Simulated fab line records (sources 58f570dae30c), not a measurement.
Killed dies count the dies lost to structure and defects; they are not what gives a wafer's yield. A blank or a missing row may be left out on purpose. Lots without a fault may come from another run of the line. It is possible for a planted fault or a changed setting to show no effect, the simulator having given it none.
Check for tools in common :: flow berkeley_cmos170 :: 45 wafers sampled across 15 lots

== REASON FOR OPENING ==
At UCB170_ACTIVE_CD_MEAS_13 the reading cd_nm is flagged on 3 of 15 lots. No-fault wafers: 1200.0 nm, standard deviation 1.4.
Rule: a lot is flagged in two cases, either no wafer of it has a number, or all its wafers with numbers fall more than 4 standard deviations from that mean. The rest of the lots are taken to be sound.

lot: L777
measured: day 4 01:34
on: cd_sem-02
cd_nm (nm), wafer by wafer: 1198.1 1200.0 1199.4
flag: 

lot: L779
measured: day 4 16:10
on: cd_sem-02
cd_nm (nm), wafer by wafer: 1200.7 1200.9 1202.0
flag: 

lot: L780
measured: day 4 23:37
on: cd_sem-01
cd_nm (nm), wafer by wafer: 1197.3 1198.2 1198.1
flag: 

lot: L781
measured: day 5 00:00
on: cd_sem-01
cd_nm (nm), wafer by wafer: 1199.7 1198.9 1199.3
flag: 

lot: L783
measured: day 5 19:17
on: cd_sem-01
cd_nm (nm), wafer by wafer: 1201.7 1201.5 1202.5
flag: 

lot: L784
measured: day 5 23:58
on: cd_sem-02
cd_nm (nm), wafer by wafer: 1198.2 1198.9 1199.4
flag: 

lot: L785
measured: day 6 07:54
on: cd_sem-02
cd_nm (nm), wafer by wafer: 1200.6 1201.3 1199.4
flag: 

lot: L786
measured: day 6 08:50
on: cd_sem-01
cd_nm (nm), wafer by wafer: 1200.8 1200.8 1200.5
flag: 

lot: L788
measured: day 6 20:14
on: cd_sem-02
cd_nm (nm), wafer by wafer: 1198.8 1199.6 1198.6
flag: 

lot: L790
measured: day 7 09:53
on: cd_sem-02
cd_nm (nm), wafer by wafer: 1198.8 1200.7 1200.8
flag: 

lot: L791
measured: day 7 10:10
on: cd_sem-01
cd_nm (nm), wafer by wafer: 1171.0 1172.2 1171.3
flag: FLAGGED

lot: L792
measured: day 7 19:05
on: cd_sem-01
cd_nm (nm), wafer by wafer: 1199.7 1198.6 1200.6
flag: 

lot: L794
measured: day 8 00:26
on: cd_sem-02
cd_nm (nm), wafer by wafer: 1176.7 1176.6 1177.6
flag: FLAGGED

lot: L800
measured: day 8 19:28
on: cd_sem-01
cd_nm (nm), wafer by wafer: 1199.6 1198.6 1199.1
flag: 

lot: L799
measured: day 8 19:41
on: cd_sem-01
cd_nm (nm), wafer by wafer: 1181.0 1180.1 1180.7
flag: FLAGGED
On average the flagged lots' numbers are 1176.4 nm, which is -23.6 nm against the usual, or -17 standard deviations.

== EACH LOT AND THE TOOL IT RAN ON ==
The record holds 1 process step before the reading, out of a route of 331 steps. Each cell gives the tool, then ch followed by the chambers the sampled wafers passed through, then the start.
lot: L777
flag: 
UCB170_ACTIVE_EXPOSE_10: krf_scanner-01 ch 0, day 4 01:11

lot: L779
flag: 
UCB170_ACTIVE_EXPOSE_10: krf_scanner-02 ch 0, day 4 15:46

lot: L780
flag: 
UCB170_ACTIVE_EXPOSE_10: krf_scanner-02 ch 0, day 4 23:13

lot: L781
flag: 
UCB170_ACTIVE_EXPOSE_10: krf_scanner-01 ch 0, day 4 23:37

lot: L783
flag: 
UCB170_ACTIVE_EXPOSE_10: krf_scanner-01 ch 0, day 5 18:53

lot: L784
flag: 
UCB170_ACTIVE_EXPOSE_10: krf_scanner-02 ch 0, day 5 23:35

lot: L785
flag: 
UCB170_ACTIVE_EXPOSE_10: krf_scanner-01 ch 0, day 6 07:17

lot: L786
flag: 
UCB170_ACTIVE_EXPOSE_10: krf_scanner-01 ch 0, day 6 07:57

lot: L788
flag: 
UCB170_ACTIVE_EXPOSE_10: krf_scanner-01 ch 0, day 6 19:50

lot: L790
flag: 
UCB170_ACTIVE_EXPOSE_10: krf_scanner-02 ch 0, day 7 09:01

lot: L791
flag: FLAGGED
UCB170_ACTIVE_EXPOSE_10: krf_scanner-01 ch 0, day 7 09:15

lot: L792
flag: 
UCB170_ACTIVE_EXPOSE_10: krf_scanner-02 ch 0, day 7 18:42

lot: L794
flag: FLAGGED
UCB170_ACTIVE_EXPOSE_10: krf_scanner-01 ch 0, day 8 00:02

lot: L800
flag: 
UCB170_ACTIVE_EXPOSE_10: krf_scanner-02 ch 0, day 8 18:29

lot: L799
flag: FLAGGED
UCB170_ACTIVE_EXPOSE_10: krf_scanner-01 ch 0, day 8 18:44
What is done by these steps:
- UCB170_ACTIVE_EXPOSE_10: exposes mask ACTIVE, target cd 1200 nm.
- UCB170_ACTIVE_CD_MEAS_13: target cd 1200 nm.

== FLAGGED AGAINST TOTAL, ONE TOOL AT A TIME (gauges that did the reading follow at the end) ==
step: UCB170_ACTIVE_EXPOSE_10
tool: krf_scanner-01
lots run: 9
flagged: 3
share of the flagged lots: all
sound lots run after its first flagged lot: 0

step: UCB170_ACTIVE_EXPOSE_10
tool: krf_scanner-02
lots run: 6
flagged: 0
share of the flagged lots: none
sound lots run after its first flagged lot: -

step: UCB170_ACTIVE_CD_MEAS_13
tool: cd_sem-01
lots run: 8
flagged: 2
share of the flagged lots: some
sound lots run after its first flagged lot: 2 (L792,L800)

step: UCB170_ACTIVE_CD_MEAS_13
tool: cd_sem-02
lots run: 7
flagged: 1
share of the flagged lots: some
sound lots run after its first flagged lot: 0

== WHAT IS ALLOWED BY THE TABLE ==
1 row of the table ran every flagged lot: krf_scanner-01 at UCB170_ACTIVE_EXPOSE_10.
- krf_scanner-01 at UCB170_ACTIVE_EXPOSE_10: 3 of its 9 lots flagged. Last sound lot L788 at day 6 19:50, first flagged lot L791 at day 7 09:15; a fault beginning in between fits. Its own readings lie more than 4 standard deviations out on every wafer of the flagged lots: exposure_dose_mJ_cm2.
Left over: one tool, krf_scanner-01 at UCB170_ACTIVE_EXPOSE_10.

== WHAT WAS PUT IN BY THE SIMULATOR ==
Drift in process parameters on krf_scanner-01 at UCB170_ACTIVE_EXPOSE_10, starting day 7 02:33. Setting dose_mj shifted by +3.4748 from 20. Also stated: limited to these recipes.
Shown lots that were struck: L791, L794, L799. The same result came from the rule above.
